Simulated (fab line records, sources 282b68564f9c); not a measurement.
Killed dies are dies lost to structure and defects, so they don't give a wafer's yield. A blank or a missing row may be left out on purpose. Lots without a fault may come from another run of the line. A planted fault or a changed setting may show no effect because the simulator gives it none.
Which tool did it? | flow rit_cmos | 13 lots, 39 wafers sampled, at 3 steps of a route of 202

WHAT THE GAUGES READ, wafer by wafer
RIT_M1_RS_MEAS_01: measures by four-point-probe.
lot  | measured    | on            | M1_AL_RS (ohm/sq)
L559 | day 3 10:14 | film_metro-01 | 0.0731 0.0745 0.0737
L561 | day 3 20:34 | film_metro-01 | 0.0740 0.0745 0.0742
L562 | day 3 22:15 | film_metro-01 | 0.0742 0.0732 0.0724
L564 | day 4 10:31 | film_metro-01 | 0.0737 0.0748 0.0749
L565 | day 4 13:35 | film_metro-01 | 0.0751 0.0743 0.0750
L567 | day 5 02:05 | film_metro-01 | 0.0737 0.0741 0.0729
L569 | day 5 11:34 | film_metro-01 | 0.0735 0.0740 0.0727
L573 | day 6 07:44 | film_metro-04 | 0.0523 0.0747 0.0524
L577 | day 7 04:35 | film_metro-01 | 0.0731 0.0729 0.0733
L578 | day 7 08:01 | film_metro-03 | 0.0749 0.0737 0.0750
L580 | day 7 16:11 | film_metro-04 | 0.0727 0.0733 0.0716
L581 | day 7 22:37 | film_metro-04 | 0.0739 0.0740 0.0728
L582 | day 8 01:58 | film_metro-04 | 0.0744 0.0732 0.0728

RIT_M1_THK_MEAS_02: measures by xrf.
lot  | measured    | on            | M1_AL_THK (nm)
L559 | day 3 10:22 | film_metro-01 | 398 394 398
L561 | day 3 20:40 | film_metro-01 | 395 395 396
L562 | day 3 22:22 | film_metro-01 | 393 399 404
L564 | day 4 10:38 | film_metro-01 | 399 390 390
L565 | day 4 13:40 | film_metro-01 | 392 396 389
L567 | day 5 02:11 | film_metro-01 | 397 392 401
L569 | day 5 11:41 | film_metro-01 | 394 393 401
L573 | day 6 07:52 | film_metro-04 | 557 391 553
L577 | day 7 04:41 | film_metro-01 | 396 398 398
L578 | day 7 08:08 | film_metro-03 | 387 393 387
L580 | day 7 16:17 | film_metro-04 | 403 400 407
L581 | day 7 22:43 | film_metro-04 | 396 394 404
L582 | day 8 02:05 | film_metro-04 | 391 395 397

WHICH TOOL RAN EACH LOT (tool, then ch and the chambers of the sampled wafers, then the start)
lot  | RIT_M1_SPUTTER_00
L559 | pvd_sputter-03, day 3 09:56
L561 | pvd_sputter-01, day 3 20:15
L562 | pvd_sputter-04, day 3 21:58
L564 | pvd_sputter-04, day 4 10:14
L565 | pvd_sputter-03, day 4 13:14
L567 | pvd_sputter-01, day 5 01:46
L569 | pvd_sputter-01, day 5 11:16
L573 | pvd_sputter-01, day 6 07:27
L577 | pvd_sputter-03, day 7 04:16
L578 | pvd_sputter-04, day 7 07:42
L580 | pvd_sputter-04, day 7 15:51
L581 | pvd_sputter-03, day 7 22:16
L582 | pvd_sputter-04, day 8 01:40
- RIT_M1_SPUTTER_00: material Al, target thk 400 nm, time 500 s.

WHAT THE TOOLS THEMSELVES READ (means of the sampled wafers that have a number; where no wafer has one, the mark that the record gives instead)
RIT_M1_SPUTTER_00.
lot  | tool           | chamber_pressure_pa (Pa) | substrate_temp_c (C) | throttle_valve_pct (%)
L559 | pvd_sputter-03 | 0.4002                   | 25.04                | 29.7
L561 | pvd_sputter-01 | 0.3997                   | 24.96                | 30.6
L562 | pvd_sputter-04 | 0.3991                   | 24.89                | 29.4
L564 | pvd_sputter-04 | 0.4004                   | 25.07                | 30.0
L565 | pvd_sputter-03 | 0.4002                   | 24.98                | 30.3
L567 | pvd_sputter-01 | 0.4001                   | 24.99                | 30.3
L569 | pvd_sputter-01 | 0.4004                   | 25.05                | 30.5
L573 | pvd_sputter-01 | 0.3999                   | 24.97                | 30.2
L577 | pvd_sputter-03 | 0.4005                   | 24.99                | 30.3
L578 | pvd_sputter-04 | 0.4000                   | 25.05                | 29.9
L580 | pvd_sputter-04 | 0.3996                   | 25.03                | 29.5
L581 | pvd_sputter-03 | 0.3999                   | 25.00                | 29.5
L582 | pvd_sputter-04 | 0.4006                   | 25.07                | 29.4

THE ANSWER, worked out from the rows above alone
Rule: what is usual is taken from the lots themselves. Put in order of their means at a reading, lots are off if they are a third of the lots or fewer, leave a main group of 4 or more, and stand apart from it by a gap of 3 or more times the standard deviation of the main group's means; of several such gaps the widest counts. A main group whose means are all the same, to the digits that the tables above print for the reading, isn't used. A lot without any number at a reading at which 4 lots or more have one is off too. The other lots that the step has rows for count as sound. The gauges are gone through in route order, then the tools' own readings, and for those a lot's mean is taken as printed above. The first step at which some lot is off is used, and at that step the reading that is off furthest; a lot without a number counts as furthest.
Off: L573, at RIT_M1_RS_MEAS_01 (M1_AL_RS). The main group: mean 0.0737 ohm/sq, standard deviation 0.00064.
A tool fits if, at a process step before that reading, it ran every lot that is off, and no sound lot after the first of them. The gauges at RIT_M1_RS_MEAS_01 are tried like those tools. One fits: pvd_sputter-01 at RIT_M1_SPUTTER_00. Its last sound lot is L569 (day 5 11:16), its first lot that is off L573 (day 6 07:27): a fault that began between those two fits.

WHAT THE SIMULATOR HAD PUT IN
Process parameter drift: pvd_sputter-01, from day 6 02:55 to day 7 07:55, at RIT_M1_SPUTTER_00. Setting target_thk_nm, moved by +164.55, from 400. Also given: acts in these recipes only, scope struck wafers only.
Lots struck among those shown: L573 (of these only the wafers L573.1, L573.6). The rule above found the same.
